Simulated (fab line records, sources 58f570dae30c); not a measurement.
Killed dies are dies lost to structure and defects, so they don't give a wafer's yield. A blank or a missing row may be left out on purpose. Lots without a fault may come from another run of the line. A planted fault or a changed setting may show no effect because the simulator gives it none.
Split-lot experiment | flow berkeley_cmos170 | 5 lots, 23 wafers read, on a route of 331 steps

THE SPLIT
At UCB170_M3_SPUTTER_01 (material Al, target thk 900 nm, time 120 s), the setting time_s was moved away from the recipe's 120 s on 6 of the 23 wafers read, by -12.7% to -6.6%. The other wafers ran this setting at the recipe's value.

FROM THE SPLIT TO THE READING: what the file shows between them, 1 step
- UCB170_M3_RS_MEAS_02: measures by four-point-probe

THE READING
M3_AL_THK, in nm, at UCB170_M3_THK_MEAS_03 (measures by xrf). Fault-free wafers of this fab line usually give 887 nm, standard deviation 11 nm.

wafer  | tool, chamber at the split | time_s as run, s | against the recipe | M3_AL_THK, nm | against lot-mates on the recipe
L074.2 | pvd_sputter-03, -          | 120              | recipe             | 875           | -
L074.3 | pvd_sputter-03, -          | 120              | recipe             | 879           | -
L074.4 | pvd_sputter-03, -          | 120              | recipe             | 883           | -
L074.5 | pvd_sputter-03, -          | 120              | recipe             | 883           | -
L074.6 | pvd_sputter-03, -          | 120              | recipe             | 872           | -
L076.1 | pvd_sputter-03, -          | 120              | recipe             | 875           | -
L076.2 | pvd_sputter-03, -          | 120              | recipe             | 881           | -
L076.3 | pvd_sputter-03, -          | 120              | recipe             | 881           | -
L076.4 | pvd_sputter-03, -          | 120              | recipe             | 886           | -
L076.5 | pvd_sputter-03, -          | 120              | recipe             | 886           | -
L078.1 | pvd_sputter-04, -          | 120              | recipe             | 903           | -
L078.3 | pvd_sputter-04, -          | 120              | recipe             | 890           | -
L078.6 | pvd_sputter-04, -          | 120              | recipe             | 898           | -
L083.1 | pvd_sputter-03, -          | 104.7            | -12.7%             | 774           | -102
L083.2 | pvd_sputter-03, -          | 104.7            | -12.7%             | 760           | -116
L083.4 | pvd_sputter-03, -          | 120              | recipe             | 877           | -
L083.5 | pvd_sputter-03, -          | 120              | recipe             | 874           | -
L083.6 | pvd_sputter-03, -          | 104.7            | -12.7%             | 773           | -102
L085.1 | pvd_sputter-03, -          | 120              | recipe             | 882           | -
L085.2 | pvd_sputter-03, -          | 112.1            | -6.6%              | 814           | -66
L085.4 | pvd_sputter-03, -          | 112.1            | -6.6%              | 831           | -48
L085.5 | pvd_sputter-03, -          | 112.1            | -6.6%              | 824           | -56
L085.6 | pvd_sputter-03, -          | 120              | recipe             | 877           | -

THE FIT
A straight line over all 23 wafers: M3_AL_THK changes by +8.92 nm for each +1% of time_s; r = +0.98; the points scatter about the line by 8.1 nm.
The same after taking each lot's own level away (the mean of its wafers on the recipe; 23 wafers): +8.39 nm for each +1%; r = +0.99; scatter 5.1 nm.
On that fit, the largest move of time_s shifts the reading by 1.1e+02 nm.
The lots' own levels span 875.5 to 897.0 nm, that is 2.0 times the standard deviation above.
So the lot-to-lot level changes the slope little: the two slopes agree.
Check: with one of the wafers moved furthest among these (-12.7%) left out of the fit, the line predicts -109 nm for it against its lot-mates. It came out at -102 nm against them.

OTHER SPLITS ON THESE WAFERS
These wafers also went through other splits before the reading. Each is held against what the fit with the lots' levels taken away leaves over:
other split on the same wafers | wafers away from the commonest value | r with M3_AL_THK (lot level and that fit taken away)
UCB170_M2_PEB_13 peb_temp_c    | 11                                   | +0.02
UCB170_V2_CVD_00 time_s        | 10                                   | +0.18

THE WHOLE CHAIN: every reading that the file lists as answering this split, in the file's order
step                  | what it does                               | reading                                                                     | change (the file's fit)               | r (the file's)
UCB170_M3_SPUTTER_01  | material Al, target thk 900 nm, time 120 s | Al_of_M3_SPUTTER_01.thk_nm (the simulator's own value, which no gauge read) | +8.8 nm for each +1% of the setting   | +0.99
UCB170_M3_RS_MEAS_02  | measures by four-point-probe               | M3_AL_RS                                                                    | -0.000368 for each +1% of the setting | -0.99
UCB170_M3_THK_MEAS_03 | measures by xrf                            | M3_AL_THK                                                                   | +8.41 for each +1% of the setting     | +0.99

THE FILE'S OWN FIT
M3_AL_THK changes by +8.41 nm for each +1% of time_s, r = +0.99.
